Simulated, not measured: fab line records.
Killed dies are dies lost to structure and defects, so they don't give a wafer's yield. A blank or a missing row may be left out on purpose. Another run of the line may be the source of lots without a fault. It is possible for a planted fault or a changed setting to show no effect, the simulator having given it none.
Split-lot study    flow rit cmos    23 wafers read from 5 lots, route of 202 steps

SPLIT DETAILS
At RIT_NRETRO_IMPLANT_08, the setting dose cm2 was moved away from the recipe's 1e+13 on 10 of the 23 wafers read, by -6.0% to +1.9%. This setting was run at the recipe's value on the other wafers.

FROM THE SPLIT ON TO THE READING: in between, the file shows 1 step
- RIT_NRETRO_STRIP_09: strips in O2, time 180 s

THE READING
NRETRO_TW, at RIT_NRETRO_TW_MEAS_10. Typical for fault-free wafers on this fab line: 1064, with standard deviation 7.9.

wafer   tool, chamber at the split  dose cm2 as run  against the recipe  NRETRO_TW  against lot-mates on the recipe
L075.1  implanter-04, 0             1.019e+13        +1.9%               1073       +10
L075.3  implanter-04, 0             1.019e+13        +1.9%               1073       +10
L075.4  implanter-04, 0             1e+13            recipe              1066       -
L075.5  implanter-04, 0             1e+13            recipe              1060       -
L075.6  implanter-04, 0             1.019e+13        +1.9%               1075       +12
L079.2  implanter-01, 0             1e+13            recipe              1070       -
L079.3  implanter-01, 0             9.4e+12          -6.0%               1051       -20
L079.4  implanter-01, 0             9.4e+12          -6.0%               1048       -22
L079.5  implanter-01, 0             9.4e+12          -6.0%               1047       -24
L079.6  implanter-01, 0             1e+13            recipe              1071       -
L080.1  implanter-02, 0             9.743e+12        -2.6%               1061       -8
L080.2  implanter-02, 0             1e+13            recipe              1066       -
L080.3  implanter-02, 0             1e+13            recipe              1070       -
L080.5  implanter-02, 0             1e+13            recipe              1070       -
L080.6  implanter-02, 0             9.743e+12        -2.6%               1062       -7
L082.1  implanter-01, 0             1e+13            recipe              1067       -
L082.2  implanter-01, 0             1e+13            recipe              1065       -
L082.4  implanter-01, 0             9.525e+12        -4.7%               1052       -15
L082.5  implanter-01, 0             9.525e+12        -4.7%               1055       -12
L082.6  implanter-01, 0             1e+13            recipe              1069       -
L084.2  implanter-01, 0             1e+13            recipe              1052       -
L084.4  implanter-01, 0             1e+13            recipe              1050       -
L084.6  implanter-01, 0             1e+13            recipe              1047       -

FIT RESULTS
A straight line over all 23 wafers: NRETRO_TW changes by +2.63 for each +1% of dose cm2; r = +0.72; the points scatter about the line by 6.7.
The same after taking each lot's own level away (the mean of its wafers on the recipe; 23 wafers): +3.65 for each +1%; r = +0.97; scatter 2.4.
Per that fit: largest dose cm2 move, reading shift of 22.
From 1049.7 to 1070.5: that is the span of the lots' own levels, equal to 2.6 times the standard deviation above.
So the lot-to-lot level blurs the effect unless lot-mates are compared.
Check: for one of the wafers moved furthest among these (-6.0%), held out of the fit, the line's prediction against its lot-mates is -21.2. Against them it came out at -19.5.

FURTHER SPLITS ON THESE WAFERS
These wafers also went through other splits before the reading. Each is held against what the fit with the lots' levels taken away leaves over:
other split on the same wafers  wafers away from the commonest value  r with NRETRO_TW (lot level and that fit taken away)
RIT_FOX2_OXIDATION_00 temp c    18                                    +0.27
RIT_NWELL_SOFTBAKE_02 temp c    7                                     -0.05
RIT_NWELL_IMPLANT_08 dose cm2   9                                     -0.17
RIT_PWELL_SOFTBAKE_02 temp c    5                                     +0.02

THE FILE'S OWN FIT
NRETRO_TW changes by +3.35 for each +1% of dose cm2, r = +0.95.
